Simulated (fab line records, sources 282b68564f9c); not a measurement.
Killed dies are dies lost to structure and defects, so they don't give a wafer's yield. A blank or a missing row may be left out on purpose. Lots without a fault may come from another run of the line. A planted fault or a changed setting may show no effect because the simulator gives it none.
Problem report in the 8D (eight disciplines) form, filled by code | flow rit_cmos | the parts of the form that need people (team, actions taken, sign-off) are left out

1. THE PROBLEM
NSD_TW at RIT_NSD_TW_MEAS_10 reads a mean of 2827 on 6 wafers of 2 lots; wafers without a fault read 3101 with a standard deviation of 27. That is -10 standard deviations from the usual mean.
First seen on wafer L649.2, day 6 13:25, on film_metro-02. The record holds 42 wafers of 14 lots with a number at this step. Rule for "out", or "out of limits": more than 4 standard deviations from the usual mean. The other wafers with a number count as sound.

2. WHAT IT IS AND WHAT IT IS NOT
question                    | is                           | is not
which readings at this step | NSD_TW                       | -
which lots                  | L649, L651                   | L632, L633, L634, L635, L637, L639, L642, L643, L644, L653, L654, L655
which wafers of those lots  | all that have a number       | -
read on which gauges        | film_metro-02, film_metro-03 | film_metro-04
when                        | from day 6 13:25             | up to then (27 sound wafers); but 9 sound wafers of L653, L654, L655 came after

3. SUSPECTS, AND WHAT RULES EACH OUT
Counting: a tool at a process step up to the reading stays a suspect if it ran every lot that is out and no sound lot after the first of them.
- the gauge at RIT_NSD_TW_MEAS_10: ruled out. The wafers that are out were read on 2 gauges (film_metro-02, film_metro-03).
- implanter-01 at RIT_NSD_IMPLANT_08: kept. It ran every lot that is out, first L649 (day 6 13:07), and no sound lot after that; its last sound lot up to then is L644 (day 5 12:20). Its own readings are out on those wafers: beam_energy_keV.
Left after counting: implanter-01 at RIT_NSD_IMPLANT_08.

4. THE CAUSE (what the simulator had put in)
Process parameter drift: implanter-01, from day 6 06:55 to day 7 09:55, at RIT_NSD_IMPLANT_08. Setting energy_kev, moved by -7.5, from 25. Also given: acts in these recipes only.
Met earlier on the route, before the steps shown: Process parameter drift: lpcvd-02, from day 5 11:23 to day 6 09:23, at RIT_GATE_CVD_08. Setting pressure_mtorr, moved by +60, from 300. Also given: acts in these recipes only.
Counting left only this tool.

5. THE CHAIN OF EFFECTS, in route order
Each row: a reading whose mean over the struck wafers that have a number lies more than 3 standard deviations from the usual. Only readings for which the record gives a usual standard deviation are gone through. hours: the time from each lot's start at the first step in this table that gives one to its start at this step, as a median over the lots. sigmas: the change in usual standard deviations.
hours | step                    | reading         | usual        | on struck wafers | change | sigmas
0     | RIT_NSD_IMPLANT_08      | beam_energy_keV | 25.000       | 17.505           | -7.495 | -99 or more
0     | RIT_NSD_TW_MEAS_10      | NSD_TW          | 3101         | 2827             | -274   | -10
2     | RIT_SDANNEAL_RS_MEAS_05 | NSD_RS          | 84.53 ohm/sq | 87.44            | +2.91  | +11
The process steps in it:
- RIT_NSD_IMPLANT_08

6. WHAT WOULD HAVE CAUGHT IT SOONER
In this record the first reading out of limits at a measuring or inspecting step was taken at day 6 13:25, 7 hours after the fault began at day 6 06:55.
The tool's own readings at RIT_NSD_IMPLANT_08 were out on every struck wafer that the step has a row for (beam_energy_keV): an alarm limit on them would have fired on the first of those.
Of the lots that are out (2), L651 began RIT_NSD_IMPLANT_08 on implanter-01 after day 6 13:25. A hold on the tool at that time would have spared it.
